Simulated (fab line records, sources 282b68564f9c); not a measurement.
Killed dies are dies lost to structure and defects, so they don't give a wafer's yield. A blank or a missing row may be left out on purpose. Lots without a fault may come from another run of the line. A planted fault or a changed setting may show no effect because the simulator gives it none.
A struck lot beside a sound one | flow rit_cmos | 45 steps out of a route of 202
Sound: wafers L806.1, L806.3, L806.5. Struck: wafers L809.2, L809.3, L809.5. The cause comes at the end.
At each step with rows: each side's tool, then ch and its chambers, then its first start. Under that, the readings that differ: sound wafers | struck wafers | difference of the means | sigmas: that difference in standard deviations of wafers without a fault.
alike: readings whose means differ by less than 2 such deviations, and words and numbers that are the same on both sides. not compared: withheld readings, readings that some wafer has no value for, bounds like >300 that may hide the same value, and numbers for which the record gives no deviation and whose values overlap.
The two part at a step that has a row with sigmas, a row that says differs or no value, or rows on one side only. Numbers that don't overlap but have no deviation are shown without sigmas and don't part them. A reading that every wafer of one side lacks parts them only if that side has two wafers or more.

first, 2 steps without rows for these wafers: RIT_NLDD_HARDBAKE_07 (time 60 s); RIT_NLDD_IMPLANT_08.
RIT_NLDD_STRIP_09: strips in O2, time 180 s.
  sound on plasma_asher-03 ch 0, day 3 12:38; struck on plasma_asher-02 ch 0,1, day 4 01:27
  alike: drypump_motor_current_A
  not compared: rf_hours_counter_h
RIT_NLDD_TW_MEAS_10:
  sound on film_metro-01, day 3 12:48; struck on film_metro-02, day 4 01:38
  alike: NLDD_TW
then, 6 steps without rows for these wafers: RIT_PLDD_HMDS_00 (prime time 60 s); RIT_PLDD_COAT_01 (resist thk 1000 nm); RIT_PLDD_SOFTBAKE_02 (time 60 s); RIT_PLDD_EXPOSE_03 (exposes mask M8, target cd 40900 nm); RIT_PLDD_PEB_04; RIT_PLDD_DEVELOP_05 (develop time 50 s).
RIT_PLDD_OVL_MEAS_06:
  sound on overlay-01, day 3 13:43; struck on overlay-01, day 4 02:32
  alike: PLDD_OVL
then, 1 step without rows for these wafers: RIT_PLDD_HARDBAKE_07 (time 60 s).
RIT_PLDD_IMPLANT_08:
  sound on implanter-04 ch 0, day 3 13:54; struck on implanter-04 ch 0, day 4 02:45
  reading            | sound                         | struck                        | difference | sigmas
  dose_ions_cm2      | 9.002e+14 8.994e+14 8.986e+14 | 8.415e+14 8.409e+14 8.414e+14 | -5.813e+13 | -61
  faraday_current_uA | 2726 2878 2825                | 2642 2740 2644                | -134       | -2
RIT_PLDD_STRIP_09: strips in O2, time 180 s.
  sound on plasma_asher-02 ch 0,1, day 3 14:03; struck on plasma_asher-01 ch 0,1, day 4 02:52
  alike: drypump_motor_current_A
  not compared: rf_hours_counter_h
RIT_PLDD_TW_MEAS_10:
  sound on film_metro-03, day 3 14:13; struck on film_metro-01, day 4 03:08
  reading | sound          | struck         | difference | sigmas
  PLDD_TW | 2373 2377 2372 | 2310 2296 2307 | -70        | -4
then, 4 steps without rows for these wafers: RIT_SPACER_CLEAN_00 (cleans in SC1, time 600 s); RIT_SPACER_CLEAN_01 (cleans in dHF, time 30 s); RIT_SPACER_CLEAN_02 (cleans in SC2, time 600 s); RIT_SPACER_CVD_03 (deposits Si3N4 from SiH2Cl2/NH3, target thk 250 nm, time 3300 s).
RIT_SPACER_THK_MEAS_04:
  sound on film_metro-03, day 3 16:36; struck on film_metro-04, day 4 05:39
  alike: SPACER_NITRIDE_THK
RIT_SPACER_ETCHBACK_05: etches Si3N4 in SF6/CHF3, stops on SiO2, target depth 250 nm, time 240 s.
  sound on rie_diel-02 ch 0,1,3, day 3 16:40; struck on rie_diel-02 ch 0,1,2, day 4 05:42
  alike: drypump_motor_current_A, oes_product_au, throttle_valve_pct
  not compared: rf_hours_counter_h
then, 6 steps without rows for these wafers: RIT_NSD_HMDS_00 (prime time 60 s); RIT_NSD_COAT_01 (resist thk 1000 nm); RIT_NSD_SOFTBAKE_02 (time 60 s); RIT_NSD_EXPOSE_03 (exposes mask M9, target cd 40700 nm); RIT_NSD_PEB_04; RIT_NSD_DEVELOP_05 (develop time 50 s).
RIT_NSD_OVL_MEAS_06:
  sound on overlay-02, day 3 17:40; struck on overlay-02, day 4 06:43
  alike: NSD_OVL
then, 2 steps without rows for these wafers: RIT_NSD_HARDBAKE_07 (time 60 s); RIT_NSD_IMPLANT_08.
RIT_NSD_STRIP_09: strips in O2, time 180 s.
  sound on plasma_asher-04 ch 0, day 3 17:59; struck on plasma_asher-01 ch 0,1, day 4 07:02
  alike: drypump_motor_current_A
  not compared: rf_hours_counter_h
RIT_NSD_TW_MEAS_10:
  sound on film_metro-03, day 3 18:10; struck on film_metro-02, day 4 07:14
  reading | sound          | struck         | difference | sigmas
  NSD_TW  | 3171 3188 3178 | 3110 3093 3089 | -82        | -3
then, 6 steps without rows for these wafers: RIT_PSD_HMDS_00 (prime time 60 s); RIT_PSD_COAT_01 (resist thk 1000 nm); RIT_PSD_SOFTBAKE_02 (time 60 s); RIT_PSD_EXPOSE_03 (exposes mask M10, target cd 40900 nm); RIT_PSD_PEB_04; RIT_PSD_DEVELOP_05 (develop time 50 s).
RIT_PSD_OVL_MEAS_06:
  sound on overlay-01, day 3 19:12; struck on overlay-01, day 4 08:08
  alike: PSD_OVL
then, 2 steps without rows for these wafers: RIT_PSD_HARDBAKE_07 (time 60 s); RIT_PSD_IMPLANT_08.
RIT_PSD_STRIP_09: strips in O2, time 180 s.
  sound on plasma_asher-04 ch 0,1, day 3 19:32; struck on plasma_asher-03 ch 0, day 4 08:28
  alike: drypump_motor_current_A
  not compared: rf_hours_counter_h
RIT_SDANNEAL_RS_MEAS_06: measures by four-point-probe.
  sound on film_metro-02, day 3 20:37; struck on film_metro-03, day 4 09:42
  reading          | sound             | struck            | difference | sigmas
  PLDD_RS (ohm/sq) | 179.7 179.4 179.2 | 185.6 185.6 185.3 | +6.1       | +13
  not compared: hold
RIT_SDANNEAL_RS_MEAS_07: measures by four-point-probe.
  sound on film_metro-02, day 3 20:44; struck on film_metro-03, day 4 12:59
  reading | sound | struck                                                                     | difference                   | sigmas
  hold    | - - - | await_dispo/3.2h/release await_dispo/3.2h/release await_dispo/3.2h/release | no value on the sound wafers |
  alike: NLDD_RS
RIT_M1_PROBE_99:
  sound on prober-02, day 4 03:53; struck on prober-01, day 4 20:38
  alike: killed_at_contacts, killed_at_front_end, killed_dies, killed_on_rim, killed_open, killed_short

WHERE THEY PART
First at RIT_PLDD_IMPLANT_08; last, within this record, at RIT_SDANNEAL_RS_MEAS_07. Later steps at which nothing parts them and some readings are alike: RIT_M1_PROBE_99.

WHY: what the simulator had put in
Process parameter drift: implanter-04, from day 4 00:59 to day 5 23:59, at RIT_PLDD_IMPLANT_08. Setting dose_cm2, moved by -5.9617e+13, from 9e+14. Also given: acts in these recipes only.
